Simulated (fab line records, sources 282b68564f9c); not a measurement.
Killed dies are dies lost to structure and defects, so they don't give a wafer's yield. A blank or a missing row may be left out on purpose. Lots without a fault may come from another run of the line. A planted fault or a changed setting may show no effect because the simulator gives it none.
One fault seen from 2 desks | flow rit_cmos | each desk has only its own numbers; what lay behind them comes last

THE METROLOGY DESK
What the gauges read, lot by lot, whatever tool the lot ran on: means of the sampled wafers that have a number. A lot is out of limits, marked OUT, if its mean lies more than 4 standard deviations from the usual mean; the brackets give that distance.
Columns: A = GATE_POLY_THK at RIT_GATE_THK_MEAS_09, usual 250.8 nm
lot  | first seen here | A
L139 | day 2 14:59     | 250.7
L140 | day 2 17:46     | 252.4
L141 | day 3 02:50     | 251.5
L142 | day 3 04:14     | 255.4
L143 | day 3 11:56     | 249.8
L144 | day 3 16:56     | 250.7
L145 | day 3 23:22     | 250.5
L146 | day 4 04:22     | 250.4
L147 | day 4 12:17     | 255.1
L148 | day 4 15:16     | 254.6
L149 | day 4 16:53     | 248.3
L154 | day 5 18:33     | 360.1 (+42) OUT
L157 | day 6 10:09     | 353.2 (+39) OUT
L159 | day 6 21:52     | 247.1
This desk's finding: out of limits on L154, L157; first on L154, day 5 18:33 (GATE_POLY_THK at RIT_GATE_THK_MEAS_09). In limits: L139, L140, L141, L142, L143, L144, L145, L146, L147, L148, L149, L159.

THE TOOL OWNER'S DESK: lpcvd-02
The tool's own readings at RIT_GATE_CVD_08 (deposits poly-Si from SiH4, target thk 250 nm, time 2220 s): means of the sampled wafers that have a number, for each lot that ran on this tool. A lot is out of limits, marked OUT, if its mean lies more than 4 standard deviations from the usual mean; the brackets give that distance.
Columns: A = spike_tc_centre_C at RIT_GATE_CVD_08, usual 612.7 C; B = spike_tc_load_C at RIT_GATE_CVD_08, usual 631.2 C; C = spike_tc_source_C at RIT_GATE_CVD_08, usual 630.5 C; D = susceptor_temp_C at RIT_GATE_CVD_08, usual 610.0 C; E = zone_power_centre_pct at RIT_GATE_CVD_08, usual 26.3 %
lot  | first seen here | A               | B                | C                | D               | E
L139 | day 2 13:22     | 613.5           | 631.2            | 630.7            | 610.0           | 27.6
L140 | day 2 16:08     | 613.2           | 630.8            | 630.7            | 610.6           | 27.3
L142 | day 3 02:37     | 612.8           | 631.2            | 630.2            | 609.9           | 27.3
L144 | day 3 15:17     | 614.2           | 632.2            | 626.0            | 610.0           | 21.9
L146 | day 4 02:45     | 612.2           | 630.6            | 632.5            | 609.6           | 27.3
L154 | day 5 16:56     | 626.7 (+14) OUT | 645.9 (+7.4) OUT | 645.6 (+8.9) OUT | 625.3 (+48) OUT | 27.9
L157 | day 6 08:32     | 627.1 (+14) OUT | 646.6 (+7.7) OUT | 647.0 (+9.7) OUT | 625.0 (+47) OUT | 28.2
This desk's finding: out of limits on L154, L157; first on L154, day 5 16:56 (spike_tc_centre_C at RIT_GATE_CVD_08). In limits: L139, L140, L142, L144, L146.

PUT TOGETHER
The tool owner's desk could have raised an alarm at day 5 16:56, on L154, L157.
The metrology desk could have raised an alarm at day 5 18:33, on L154, L157.
Of the lots named, all ran RIT_GATE_CVD_08 on lpcvd-02.

WHAT THE SIMULATOR HAD PUT IN
Process parameter drift: lpcvd-02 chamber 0, from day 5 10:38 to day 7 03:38, at RIT_GATE_CVD_08. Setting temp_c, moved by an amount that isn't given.
Lots struck among those shown: L154, L157.
Hours from the fault's start to each desk's first reading out of limits: the tool owner's desk, 6; the metrology desk, 8.
